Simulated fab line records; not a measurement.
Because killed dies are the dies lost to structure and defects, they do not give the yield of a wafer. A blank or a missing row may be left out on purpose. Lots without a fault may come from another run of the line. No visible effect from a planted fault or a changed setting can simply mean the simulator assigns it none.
Which tool is to blame? :: flow berkeley cmos170 :: 14 lots with 42 wafers sampled at 2 steps, on a route of 331 steps

WHAT EACH GAUGE READ, for each wafer
UCB170_PVT_OVL_MEAS_06. Usual: PVT_OVL typically reads 3 nm, with standard deviation 5.2.
lot: L754
measured: day 6 02:22
on: overlay-01
PVT_OVL (nm): 0 7 1
flag: 

lot: L755
measured: day 6 10:18
on: overlay-01
PVT_OVL (nm): 6 8 11
flag: 

lot: L757
measured: day 7 06:13
on: overlay-01
PVT_OVL (nm): 0 3 7
flag: 

lot: L758
measured: day 7 06:29
on: overlay-01
PVT_OVL (nm): -1 -5 -5
flag: 

lot: L761
measured: day 7 18:46
on: overlay-01
PVT_OVL (nm): -8 -5 -2
flag: 

lot: L759
measured: day 7 19:25
on: overlay-01
PVT_OVL (nm): 5 6 6
flag: 

lot: L762
measured: day 7 19:42
on: overlay-01
PVT_OVL (nm): 11 11 9
flag: 

lot: L760
measured: day 7 19:49
on: overlay-02
PVT_OVL (nm): -4 0 -7
flag: 

lot: L763
measured: day 9 04:15
on: overlay-02
PVT_OVL (nm): 14 9 12
flag: 

lot: L766
measured: day 9 04:25
on: overlay-02
PVT_OVL (nm): 3 7 7
flag: 

lot: L772
measured: day 10 21:25
on: overlay-01
PVT_OVL (nm): 3 4 -3
flag: 

lot: L773
measured: day 10 21:58
on: overlay-01
PVT_OVL (nm): 2 12 2
flag: 

lot: L775
measured: day 11 12:55
on: overlay-02
PVT_OVL (nm): -7 0 -5
flag: 

lot: L774
measured: day 11 13:23
on: overlay-01
PVT_OVL (nm): -1 0 0
flag: 

UCB170_GATE_THK_MEAS_02. Usual: GATE_OXIDE_THK typically reads 6.64 nm, with standard deviation 0.12.
lot: L754
measured: day 6 12:33
on: film metro-04
GATE_OXIDE_THK (nm): 6.45 6.62 6.58
flag: 

lot: L755
measured: day 6 12:35
on: film metro-03
GATE_OXIDE_THK (nm): 6.64 6.67 6.60
flag: 

lot: L757
measured: day 7 12:29
on: film metro-03
GATE_OXIDE_THK (nm): 6.60 6.70 6.62
flag: 

lot: L758
measured: day 7 12:28
on: film metro-01
GATE_OXIDE_THK (nm): 6.36 6.52 6.40
flag: 

lot: L761
measured: day 7 23:22
on: film metro-04
GATE_OXIDE_THK (nm): 6.67 6.65 6.84
flag: 

lot: L759
measured: day 7 23:21
on: film metro-01
GATE_OXIDE_THK (nm): 6.64 6.67 6.62
flag: 

lot: L762
measured: day 7 23:22
on: film metro-03
GATE_OXIDE_THK (nm): 6.57 6.50 6.57
flag: 

lot: L760
measured: day 7 23:25
on: film metro-04
GATE_OXIDE_THK (nm): 6.86 6.85 6.93
flag: 

lot: L763
measured: day 9 10:17
on: film metro-04
GATE_OXIDE_THK (nm): 6.71 6.68 6.76
flag: 

lot: L766
measured: day 9 10:21
on: film metro-04
GATE_OXIDE_THK (nm): 6.58 6.53 6.65
flag: 

lot: L772
measured: day 11 03:27
on: film metro-04
GATE_OXIDE_THK (nm): 6.55 6.57 6.62
flag: 

lot: L773
measured: day 11 03:27
on: film metro-03
GATE_OXIDE_THK (nm): 6.23 6.45 6.46
flag: 

lot: L775
measured: day 11 19:08
on: film metro-01
GATE_OXIDE_THK (nm): 6.74 6.72 6.77
flag: 

lot: L774
measured: day 11 19:10
on: film metro-04
GATE_OXIDE_THK (nm): 6.66 6.67 6.72
flag: 

WHAT TOOL EACH LOT RAN ON (gives the tool, then ch and the chambers of the sampled wafers, and finally the start)
Record: no process step prior to these readings.

AS READ BY THE TOOLS THEMSELVES (means over the sampled wafers that have a number; for cases with no such wafer, the mark the record gives instead)
The record holds no such reading with a usual standard deviation.

THE ANSWER, worked out from the rows above alone
Rule: a lot counts as off when the mean over its wafers that have a number is more than 3 standard deviations away from the usual mean. Also off: a lot with no number at a reading for which 4 or more lots have one. The other lots that the step has rows for count as sound. Order of review: gauges by route order, followed by the tools' own readings, for which a lot's mean as printed above is used. At the first step where some lot is off, the reading lying furthest off is the one used; lots without a number count as furthest.
None of the lots is off at any reading shown; this tells nothing.

WHAT THE SIMULATOR HAD PUT IN
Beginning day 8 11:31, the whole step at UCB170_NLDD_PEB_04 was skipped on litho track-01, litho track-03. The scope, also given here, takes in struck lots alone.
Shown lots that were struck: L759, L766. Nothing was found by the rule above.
